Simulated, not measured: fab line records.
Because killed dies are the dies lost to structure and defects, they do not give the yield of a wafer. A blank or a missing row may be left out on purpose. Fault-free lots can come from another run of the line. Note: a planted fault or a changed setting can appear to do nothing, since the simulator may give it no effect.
Struck lot and sound lot, side by side	flow berkeleyCmos170	16 steps out of a route of 331
Sound: these wafers, L998.3, L998.4, L998.5. Wafers struck: L112.1, L112.3, L112.5. The cause is given at the end.
Order at every step that has rows: each side's tool, ch and its chambers, its first start. Under that, the readings that differ: sound wafers	struck wafers	difference of the means	sigmas: that difference in standard deviations of wafers without a fault.
alike: words and numbers the same on both sides, and readings whose means are apart by under 2 such deviations; not compared: readings that were withheld, readings missing a value for some wafer, numbers with overlapping values and no deviation given by the record, and bounds like >300 which may hide the same value.
The two part at a step that has a row with sigmas, a row that says differs or no value, or rows on one side only. Non-overlapping numbers with no deviation appear without sigmas and do not part them. Lack of a reading on every wafer of one side parts them only where that side has two or more wafers.

UCB170_SACOX_THK_MEAS_02:
  sound on filmMetro-01, day 5 08:10; struck on filmMetro-02, day 8 09:14
  alike: SACOX_OXIDE_THK
then, 2 steps without rows for these wafers: UCB170_SCREENOX_WET_ETCH_00 (etches SiO2 in dHF, time 200 s); UCB170_SCREENOX_OXIDATION_01 (target thk 14.4 nm, ox time 2400 s).
UCB170_SCREENOX_THK_MEAS_02:
  sound on filmMetro-02, day 5 10:33; struck on filmMetro-01, day 8 14:44
  alike: SCREENOX_OXIDE_THK
then, 7 steps without rows for these wafers: UCB170_SCREENOX_ANNEAL_03 (time 900 s); UCB170_NVT_HMDS_00 (prime time 60 s); UCB170_NVT_COAT_01 (resist thk 900 nm); UCB170_NVT_SOFTBAKE_02 (time 60 s); UCB170_NVT_EXPOSE_03 (exposes mask PWELL, target cd 3000 nm); UCB170_NVT_PEB_04; UCB170_NVT_DEVELOP_05 (develop time 45 s).
UCB170_NVT_OVL_MEAS_06:
  sound on overlay-01, day 5 15:35; struck on overlay-02, day 8 22:11
  alike: NVT_OVL
UCB170_NVT_IMPLANT_07:
  sound on implanter-02 ch 0, day 5 15:39; struck on implanter-02 ch 0, day 8 22:13
reading	sound	struck	difference	sigmas
doseIonsCm2	2.995e+12 3.005e+12 2.999e+12	3.478e+12 3.472e+12 3.473e+12	+4.747e+11	+99 or more
faradayCurrentUA	9.83 9.62 9.77	11.42 10.96 10.93	+1.36	+8
UCB170_NVT_STRIP_08: strips in O2.
  sound on plasmaAsher-01 ch 0,1, day 5 15:47; struck on plasmaAsher-02 ch 1, day 8 22:22
  alike: drypumpMotorCurrentA, oesProductAu, stripTimeToEndpointS
  not compared: rfHoursCounterH
UCB170_NVT_TW_MEAS_09:
  sound on filmMetro-03, day 5 15:52; struck on filmMetro-03, day 8 22:42
reading	sound	struck	difference	sigmas
NVT_TW	520 524 520	546 545 546	+24	+6
  not compared: hold
after that, 1 step had no rows for these wafers: UCB170_M3_PROBE_99.

WHERE THEY PART
At UCB170_NVT_IMPLANT_07 first; at UCB170_NVT_TW_MEAS_09 last (within this record only).

WHY: whatever the simulator had introduced
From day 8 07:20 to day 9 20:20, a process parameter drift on implanter-02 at UCB170_NVT_IMPLANT_07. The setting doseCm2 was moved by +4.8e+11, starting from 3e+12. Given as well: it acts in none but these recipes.
